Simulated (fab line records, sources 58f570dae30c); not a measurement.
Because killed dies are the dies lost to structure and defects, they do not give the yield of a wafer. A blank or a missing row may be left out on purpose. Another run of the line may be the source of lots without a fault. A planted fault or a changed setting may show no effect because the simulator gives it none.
Split-lot experiment :: flow berkeley-cmos170 :: 23 wafers read across 5 lots, on a route 331 steps long

THE SPLIT
At UCB170_PVT_IMPLANT_07, the setting energy-kev was moved away from the recipe's 30 on 5 of the 23 wafers read, by +3.3% to +4.9%. The other wafers ran this setting at the recipe's value.

The reading is taken at the split's own step.

THE READING
implant.drp-nm (the simulator's own value, which no gauge read), in nm, at UCB170_PVT_IMPLANT_07. The file does not state a usual value for it.

wafer: L074.1
tool, chamber at the split: implanter-01, 0
energy-kev as run: 30
against the recipe: recipe
implant.drp-nm, nm: 16.56
against lot-mates on the recipe: -

wafer: L074.2
tool, chamber at the split: implanter-01, 0
energy-kev as run: 30
against the recipe: recipe
implant.drp-nm, nm: 16.56
against lot-mates on the recipe: -

wafer: L074.4
tool, chamber at the split: implanter-01, 0
energy-kev as run: 30
against the recipe: recipe
implant.drp-nm, nm: 16.56
against lot-mates on the recipe: -

wafer: L074.5
tool, chamber at the split: implanter-01, 0
energy-kev as run: 30
against the recipe: recipe
implant.drp-nm, nm: 16.56
against lot-mates on the recipe: -

wafer: L074.6
tool, chamber at the split: implanter-01, 0
energy-kev as run: 30
against the recipe: recipe
implant.drp-nm, nm: 16.56
against lot-mates on the recipe: -

wafer: L075.2
tool, chamber at the split: implanter-02, 0
energy-kev as run: 30
against the recipe: recipe
implant.drp-nm, nm: 16.56
against lot-mates on the recipe: -

wafer: L075.4
tool, chamber at the split: implanter-02, 0
energy-kev as run: 30
against the recipe: recipe
implant.drp-nm, nm: 16.56
against lot-mates on the recipe: -

wafer: L075.5
tool, chamber at the split: implanter-02, 0
energy-kev as run: 30
against the recipe: recipe
implant.drp-nm, nm: 16.56
against lot-mates on the recipe: -

wafer: L075.3
tool, chamber at the split: implanter-02, 0
energy-kev as run: 31.48
against the recipe: +4.9%
implant.drp-nm, nm: 17.25
against lot-mates on the recipe: +0.69

wafer: L075.6
tool, chamber at the split: implanter-02, 0
energy-kev as run: 31.48
against the recipe: +4.9%
implant.drp-nm, nm: 17.25
against lot-mates on the recipe: +0.69

wafer: L077.1
tool, chamber at the split: implanter-04, 0
energy-kev as run: 30
against the recipe: recipe
implant.drp-nm, nm: 16.56
against lot-mates on the recipe: -

wafer: L077.2
tool, chamber at the split: implanter-04, 0
energy-kev as run: 30
against the recipe: recipe
implant.drp-nm, nm: 16.56
against lot-mates on the recipe: -

wafer: L077.3
tool, chamber at the split: implanter-04, 0
energy-kev as run: 30.99
against the recipe: +3.3%
implant.drp-nm, nm: 17.02
against lot-mates on the recipe: +0.46

wafer: L077.4
tool, chamber at the split: implanter-04, 0
energy-kev as run: 30.99
against the recipe: +3.3%
implant.drp-nm, nm: 17.02
against lot-mates on the recipe: +0.46

wafer: L077.6
tool, chamber at the split: implanter-04, 0
energy-kev as run: 30.99
against the recipe: +3.3%
implant.drp-nm, nm: 17.02
against lot-mates on the recipe: +0.46

wafer: L079.2
tool, chamber at the split: implanter-01, 0
energy-kev as run: 30
against the recipe: recipe
implant.drp-nm, nm: 16.56
against lot-mates on the recipe: -

wafer: L079.3
tool, chamber at the split: implanter-01, 0
energy-kev as run: 30
against the recipe: recipe
implant.drp-nm, nm: 16.56
against lot-mates on the recipe: -

wafer: L079.5
tool, chamber at the split: implanter-01, 0
energy-kev as run: 30
against the recipe: recipe
implant.drp-nm, nm: 16.56
against lot-mates on the recipe: -

wafer: L084.1
tool, chamber at the split: implanter-04, 0
energy-kev as run: 30
against the recipe: recipe
implant.drp-nm, nm: 16.56
against lot-mates on the recipe: -

wafer: L084.2
tool, chamber at the split: implanter-04, 0
energy-kev as run: 30
against the recipe: recipe
implant.drp-nm, nm: 16.56
against lot-mates on the recipe: -

wafer: L084.3
tool, chamber at the split: implanter-04, 0
energy-kev as run: 30
against the recipe: recipe
implant.drp-nm, nm: 16.56
against lot-mates on the recipe: -

wafer: L084.4
tool, chamber at the split: implanter-04, 0
energy-kev as run: 30
against the recipe: recipe
implant.drp-nm, nm: 16.56
against lot-mates on the recipe: -

wafer: L084.5
tool, chamber at the split: implanter-04, 0
energy-kev as run: 30
against the recipe: recipe
implant.drp-nm, nm: 16.56
against lot-mates on the recipe: -

FIT RESULTS
A straight line over all 23 wafers: implant.drp-nm changes by +0.14 nm for each +1% of energy-kev; r = +1.00; the points scatter about the line by 0.00045 nm.
The same after taking each lot's own level away (the mean of its wafers on the recipe; 23 wafers): +0.14 nm for each +1%; r = +1.00; scatter 0.00045 nm.
According to that fit, moving energy-kev by its largest amount changes the reading by 0.69 nm.
The lots' own levels span 16.560 to 16.560 nm.
Consequently the slope shifts little with the lot-to-lot level, the two slopes agreeing.
Check: for one of the wafers moved furthest among these (+4.9%), held out of the fit, the line's prediction against its lot-mates is +0.689 nm. Against them it came out at +0.69 nm.

THESE WAFERS: OTHER SPLITS
Before the reading, these wafers also passed through other splits. Each is held against what the fit with the lots' levels taken away leaves over:
other split on the same wafers: UCB170_NWELL_COAT_07 resist-thk-nm
wafers away from the commonest value: 8
r with implant.drp-nm (lot level and that fit taken away): +0.13

other split on the same wafers: UCB170_NWELL_IMPLANT_14 energy-kev
wafers away from the commonest value: 11
r with implant.drp-nm (lot level and that fit taken away): +0.11

other split on the same wafers: UCB170_PWELL_OXIDATION_02 temp-c
wafers away from the commonest value: 18
r with implant.drp-nm (lot level and that fit taken away): +0.15

other split on the same wafers: UCB170_PWELL_EXPOSE_10 dose-mj
wafers away from the commonest value: 4
r with implant.drp-nm (lot level and that fit taken away): -0.25

other split on the same wafers: UCB170_SACOX_OXIDATION_01 ox-time-s
wafers away from the commonest value: 15
r with implant.drp-nm (lot level and that fit taken away): -0.33

other split on the same wafers: UCB170_NVT_IMPLANT_07 energy-kev
wafers away from the commonest value: 7
r with implant.drp-nm (lot level and that fit taken away): -0.28

THE WHOLE CHAIN: every reading that the file lists as answering this split, in the file's order
step: UCB170_PVT_IMPLANT_07
what it does: 
reading: implant.rp-nm (the simulator's own value, which no gauge read)
change (the file's fit): +0.346 nm for each +1% of the setting
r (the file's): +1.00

step: UCB170_PVT_IMPLANT_07
what it does: 
reading: implant.drp-nm (the simulator's own value, which no gauge read)
change (the file's fit): +0.139 nm for each +1% of the setting
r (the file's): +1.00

THE FILE'S OWN FIT
implant.drp-nm changes by +0.139 nm for each +1% of energy-kev, r = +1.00.
